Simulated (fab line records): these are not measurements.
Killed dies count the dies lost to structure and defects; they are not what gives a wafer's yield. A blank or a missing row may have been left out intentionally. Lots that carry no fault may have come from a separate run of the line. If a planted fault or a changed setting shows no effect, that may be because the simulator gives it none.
Which tool is to blame? -- flow berkeleyCmos170 -- 14 lots, 42 wafers sampled, at 4 steps of a route of 331

WHAT THE GAUGES SHOWED, per wafer
UCB170_M3_OVL_MEAS_16. Usual: M3_OVL -4 nm, standard deviation 5.2.
lot,measured,on,M3_OVL (nm),flag
L896,day 9 10:44,overlay-02,-3 -1 -6,
L898,day 9 11:55,overlay-01,-8 -8 1,
L902,day 10 01:09,overlay-01,6 3 7,
L903,day 10 05:04,overlay-02,0 -6 -2,
L905,day 10 22:31,overlay-02,-5 -3 -5,
L904,day 10 22:40,overlay-01,4 1 -3,
L907,day 11 16:23,overlay-02,1 -8 -1,
L909,day 11 20:08,overlay-02,- - -,OFF
L910,day 11 20:58,overlay-01,- - -,OFF
L915,day 13 04:47,overlay-01,3 -1 -10,
L913,day 13 05:48,overlay-01,0 -3 1,
L916,day 13 05:57,overlay-02,-3 3 1,
L917,day 13 06:14,overlay-02,1 2 -1,
L918,day 13 06:42,overlay-02,-1 -8 -11,

WHAT TOOL EACH LOT RAN ON (gives the tool, then ch and the chambers of the sampled wafers, and finally the start)
lot,UCB170_V2_CMP_02,UCB170_M3_SPUTTER_01,UCB170_M3_PEB_13
L896,"cmp-01 ch 1,3, day 9 06:05","pvdSputter-04, day 9 08:33","lithoTrack-01 ch 0, day 9 10:23"
L898,"cmp-01 ch 0,1,2, day 9 06:41","pvdSputter-03, day 9 09:16","lithoTrack-01 ch 0, day 9 11:32"
L902,"cmp-01 ch 0,1, day 9 20:43","pvdSputter-04, day 9 23:09","lithoTrack-02 ch 0, day 10 00:46"
L903,"cmp-01 ch 0,2,3, day 10 00:40","pvdSputter-04, day 10 02:58","lithoTrack-04 ch 0, day 10 04:40"
L905,"cmp-02 ch 1,2,3, day 10 17:11","pvdSputter-04, day 10 19:46","lithoTrack-04 ch 0, day 10 22:07"
L904,"cmp-02 ch 1,2, day 10 17:32","pvdSputter-02, day 10 20:02","lithoTrack-01 ch 0, day 10 22:19"
L907,"cmp-02 ch 1,3, day 11 09:47","pvdSputter-04, day 11 14:18","lithoTrack-04 ch 0, day 11 15:59"
L909,"cmp-01 ch 1,2, day 11 15:32","pvdSputter-03, day 11 17:51","lithoTrack-01, day 11 19:44"
L910,"cmp-02 ch 0,1,3, day 11 15:47","pvdSputter-04, day 11 18:36","lithoTrack-01, day 11 20:35"
L915,"cmp-01 ch 0,1,2, day 12 22:52","pvdSputter-04, day 13 01:39","lithoTrack-04 ch 0, day 13 04:26"
L913,"cmp-02 ch 0,1, day 12 23:10","pvdSputter-03, day 13 02:06","lithoTrack-02 ch 0, day 13 05:25"
L916,"cmp-01 ch 0,1,2, day 12 23:20","pvdSputter-02, day 13 02:22","lithoTrack-04 ch 0, day 13 05:33"
L917,"cmp-02 ch 0,2,3, day 12 23:29","pvdSputter-04, day 13 02:52","lithoTrack-04 ch 0, day 13 05:51"
L918,"cmp-01 ch 0,2,3, day 13 01:24","pvdSputter-03, day 13 03:56","lithoTrack-04 ch 0, day 13 06:16"
- UCB170_V2_CMP_02: polishes SiO2.
- UCB170_M3_SPUTTER_01: material Al, target thk 900 nm, time 115.2 s.
- UCB170_M3_PEB_13

WHAT THE TOOLS THEMSELVES READ (means of the sampled wafers that have a number; where no wafer has one, the mark that the record gives instead)
UCB170_V2_CMP_02. Usual: 16.4 A for motorCurrentA, sd 1.6.
lot,tool,motorCurrentA (A),flag
L896,cmp-01,15.6,
L898,cmp-01,15.1,
L902,cmp-01,14.6,
L903,cmp-01,16.2,
L905,cmp-02,15.9,
L904,cmp-02,16.0,
L907,cmp-02,16.4,
L909,cmp-01,15.8,
L910,cmp-02,17.9,
L915,cmp-01,15.4,
L913,cmp-02,17.9,
L916,cmp-01,15.6,
L917,cmp-02,17.7,
L918,cmp-01,16.3,

UCB170_M3_SPUTTER_01. Usual: 29.9 % for throttleValvePct, sd 0.55.
lot,tool,throttleValvePct (%),flag
L896,pvdSputter-04,29.8,
L898,pvdSputter-03,30.5,
L902,pvdSputter-04,30.1,
L903,pvdSputter-04,29.7,
L905,pvdSputter-04,29.4,
L904,pvdSputter-02,29.7,
L907,pvdSputter-04,29.8,
L909,pvdSputter-03,30.3,
L910,pvdSputter-04,29.8,
L915,pvdSputter-04,29.7,
L913,pvdSputter-03,30.4,
L916,pvdSputter-02,29.6,
L917,pvdSputter-04,30.0,
L918,pvdSputter-03,30.1,

UCB170_M3_PEB_13. Usual: chillPlateTempC 23.01 C, standard deviation 0.11; exhaustPa 44.8 Pa, standard deviation 0.95.
lot,tool,chillPlateTempC (C),exhaustPa (Pa),flag
L896,lithoTrack-01,23.10,44.4,
L898,lithoTrack-01,22.96,44.5,
L902,lithoTrack-02,23.07,44.7,
L903,lithoTrack-04,23.07,44.9,
L905,lithoTrack-04,22.92,46.8,
L904,lithoTrack-01,22.95,44.4,
L907,lithoTrack-04,23.07,45.3,
L909,lithoTrack-01,-,-,OFF
L910,lithoTrack-01,-,-,OFF
L915,lithoTrack-04,23.06,44.6,
L913,lithoTrack-02,23.05,44.7,
L916,lithoTrack-04,22.92,45.3,
L917,lithoTrack-04,22.89,45.4,
L918,lithoTrack-04,23.14,45.4,

THE ANSWER, worked out from the rows above alone
Rule: take the mean of a lot's wafers that have a number; if it is more than 3 standard deviations from the usual mean, the lot is off. Also off: a lot with no number at a reading for which 4 or more lots have one. All remaining lots with rows at the step are treated as sound. First the gauges in route order, then the tools' own readings, where a lot's mean is used as printed above. At the first step where some lot is off, the reading lying furthest off is the one used; lots without a number count as furthest.
Off: at UCB170_M3_OVL_MEAS_16 (M3_OVL), L909, L910. Without a number there: L909, L910.
A tool fits if, at a process step before that reading, it ran every lot that is off, and no sound lot after the first of them. Not tried: the gauges at UCB170_M3_OVL_MEAS_16; whatever is off there is also off at UCB170_M3_PEB_13, on other tools, and gauge error can't account for it. One fits: UCB170_M3_PEB_13 on lithoTrack-01. A fault onset in the window from L904 (day 10 22:19, its last sound lot) to L909 (day 11 19:44, its first lot off) fits.
Blank at UCB170_M3_PEB_13 on the lots that are off, where sound lots have numbers: chillPlateTempC, exhaustPa.

WHAT HAD BEEN PUT IN BY THE SIMULATOR
Beginning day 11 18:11, the whole step at UCB170_M3_PEB_13 was skipped on lithoTrack-01. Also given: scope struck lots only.
Lots struck among those shown: L909, L910. The rule above found the same.
